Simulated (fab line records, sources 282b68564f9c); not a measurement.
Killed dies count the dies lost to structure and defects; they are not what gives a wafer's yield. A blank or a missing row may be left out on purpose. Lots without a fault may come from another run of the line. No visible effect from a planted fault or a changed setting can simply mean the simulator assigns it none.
A struck lot beside a sound one + flow rit cmos + 16 steps out of a route of 202
Sound: the wafers L752.2, L752.3, L752.4. Struck: wafers L763.2, L763.3, L763.5. The cause is named last.
Each step with rows lists, per side, the tool, then ch with its chambers, then its first start. Under that, the readings that differ: sound wafers + struck wafers + difference of the means + sigmas: that difference in standard deviations of wafers without a fault.
alike: readings with means less than 2 such deviations apart, plus words and numbers identical on both sides. not compared: withheld readings, readings lacking a value on some wafer, bounds such as >300 that could conceal the same value, and numbers that have no deviation in the record and whose values overlap.
A row with sigmas, a row that says differs or no value, or rows on one side alone: a step with any of these is where the two part. Non-overlapping numbers with no deviation appear without sigmas and do not part them. A reading missing from all wafers of one side parts the sides only when that side holds two or more wafers.

first, 4 steps without rows for these wafers: RIT_PLDD_SOFTBAKE_02 (time 60 s); RIT_PLDD_EXPOSE_03 (exposes mask M8, target cd 40900 nm); RIT_PLDD_PEB_04; RIT_PLDD_DEVELOP_05 (develop time 50 s).
RIT_PLDD_OVL_MEAS_06:
  struck on overlay-01, day 6 19:54; sound on overlay-01, day 3 20:23
  alike: PLDD_OVL
then, 2 steps without rows for these wafers: RIT_PLDD_HARDBAKE_07 (time 60 s); RIT_PLDD_IMPLANT_08.
RIT_PLDD_STRIP_09: strips in O2, time 180 s.
  sound on plasma asher-02 ch 0,1, day 3 20:43; struck on plasma asher-04 ch 0,1, day 6 20:14
  alike: drypump motor current A
  not compared: rf hours counter h
RIT_PLDD_TW_MEAS_10:
  struck on film metro-02, day 6 20:25; sound on film metro-02, day 3 20:55
  alike: PLDD_TW
then, 3 steps without rows for these wafers: RIT_SPACER_CLEAN_00 (cleans in SC1, time 600 s); RIT_SPACER_CLEAN_01 (cleans in dHF, time 30 s); RIT_SPACER_CLEAN_02 (cleans in SC2, time 600 s).
RIT_SPACER_CVD_03: deposits Si3N4 from SiH2Cl2/NH3, target thk 250 nm, time 3300 s.
  sound on lpcvd-02 ch 1, day 3 21:20; struck on lpcvd-02 ch 1, day 6 23:29
  alike: spike tc load C
RIT_SPACER_THK_MEAS_04:
  struck on film metro-04, day 7 01:25; sound on film metro-02, day 3 23:15
| reading                 | sound             | struck            | difference | sigmas |
|-------------------------|-------------------|-------------------|------------|--------|
| SPACER_NITRIDE_THK (nm) | 248.5 247.4 251.2 | 498.6 495.9 499.1 | +248.8     | +89    |
RIT_SPACER_ETCHBACK_05: etches Si3N4 in SF6/CHF3, stops on SiO2, target depth 250 nm, time 240 s.
  sound on rie diel-04 ch 1,2,3, day 3 23:18; struck on rie diel-04 ch 0,1,3, day 7 01:28
| reading                                  | sound             | struck            | difference | sigmas |
|------------------------------------------|-------------------|-------------------|------------|--------|
| oes product au (a.u.)                    | 0.833 0.816 0.869 | 0.985 1.018 0.947 | +0.144     | +8     |
| model.Si3N4_of_SPACER_CVD_03.thk nm (nm) | 195.3 193.6 197.1 | 392.5 386 394     | +195.5     |        |
| model.etch.depth nm (nm)                 | 248.3 247.5 251.3 | 307.2 319.8 305   | +61.6      |        |
  alike: drypump motor current A, throttle valve pct
  not compared: rf hours counter h
RIT_M1_PROBE_99:
  struck on prober-01, day 7 13:47; sound on prober-01, day 4 10:49
| reading             | sound | struck      | difference | sigmas |
|---------------------|-------|-------------|------------|--------|
| killed at front end | 6 2 5 | 264 264 264 | +260       | +84    |
| killed dies         | 6 3 5 | 264 264 264 | +259       | +84    |
| killed on rim       | 0 1 2 | 70 70 70    | +69        | +46    |
| killed open         | 4 2 3 | 6 13 7      | +6         | +2     |
  alike: killed at contacts, killed short

## WHERE THEY PART
At RIT_SPACER_THK_MEAS_04 first; at RIT_M1_PROBE_99 last (within this record only).

WHY: whatever the simulator had introduced
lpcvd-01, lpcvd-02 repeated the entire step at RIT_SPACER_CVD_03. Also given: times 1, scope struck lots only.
